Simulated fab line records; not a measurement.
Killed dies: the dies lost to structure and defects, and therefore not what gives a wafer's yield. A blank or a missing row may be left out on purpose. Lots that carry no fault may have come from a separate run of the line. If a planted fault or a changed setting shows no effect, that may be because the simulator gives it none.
The tool behind it: which one? + flow berkeley cmos170 + 7 lots with 21 wafers sampled at 3 steps, on a route of 331 steps

## WHAT THE GAUGES READ, wafer by wafer
UCB170_V2_BOW_MEAS_03.
| lot  | measured     | on            | V2_BOW (um) |
|------|--------------|---------------|-------------|
| L823 | day 8 19:32  | film metro-04 | 32 43 21    |
| L822 | day 8 17:56  | film metro-04 | 31 33 44    |
| L826 | day 11 05:23 | film metro-03 | 32 24 30    |
| L833 | day 12 05:39 | film metro-04 | 32 29 31    |
| L835 | day 12 05:46 | film metro-01 | 35 43 36    |
| L843 | day 13 13:59 | film metro-01 | 46 29 19    |
| L842 | day 13 10:30 | film metro-03 | 41 41 34    |

## WHAT TOOL EACH LOT RAN ON (gives the tool, then ch and the chambers of the sampled wafers, and finally the start)
| lot  | UCB170_PFIELD_IMPLANT_07       | UCB170_M2_METAL_ETCH_18           |
|------|--------------------------------|-----------------------------------|
| L823 | implanter-04 ch 0, day 5 05:58 | rie metal-03 ch 0,1, day 8 18:37  |
| L822 | implanter-03 ch 0, day 5 12:39 | rie metal-04 ch 0,1, day 8 16:59  |
| L826 | implanter-03 ch 0, day 6 20:05 | rie metal-03 ch 0,1, day 11 04:23 |
| L833 | implanter-04 ch 0, day 7 19:01 | rie metal-02 ch 0,1, day 12 04:42 |
| L835 | implanter-04 ch 0, day 7 19:51 | rie metal-03 ch 0, day 12 04:47   |
| L843 | implanter-04 ch 0, day 9 15:56 | rie metal-02 ch 1, day 13 12:52   |
| L842 | implanter-03 ch 0, day 9 17:10 | rie metal-04 ch 0,1, day 13 09:36 |
- UCB170_PFIELD_IMPLANT_07
- UCB170_M2_METAL_ETCH_18: etches Al in Cl2/BCl3, stops on SiO2, target depth 1170 nm, time 197.7 s.

## THE ANSWER, worked out from the rows above alone
Rule: usual is defined by the lots themselves. The widest of any qualifying gaps counts: lots, ordered by their means at a reading, are off when they make up no more than a third of the lots, leave a main group of 4 or more, and stand apart from it by 3 or more times the standard deviation of that group's means. If all means in a main group match to the digits the tables above print for the reading, that group is not used. Also off: a lot with no number at a reading for which 4 or more lots have one. Any other lot the step has rows for is counted as sound.
Across all readings shown, no lot is off: no conclusion can be drawn from this.

## WHAT HAD BEEN PUT IN BY THE SIMULATOR
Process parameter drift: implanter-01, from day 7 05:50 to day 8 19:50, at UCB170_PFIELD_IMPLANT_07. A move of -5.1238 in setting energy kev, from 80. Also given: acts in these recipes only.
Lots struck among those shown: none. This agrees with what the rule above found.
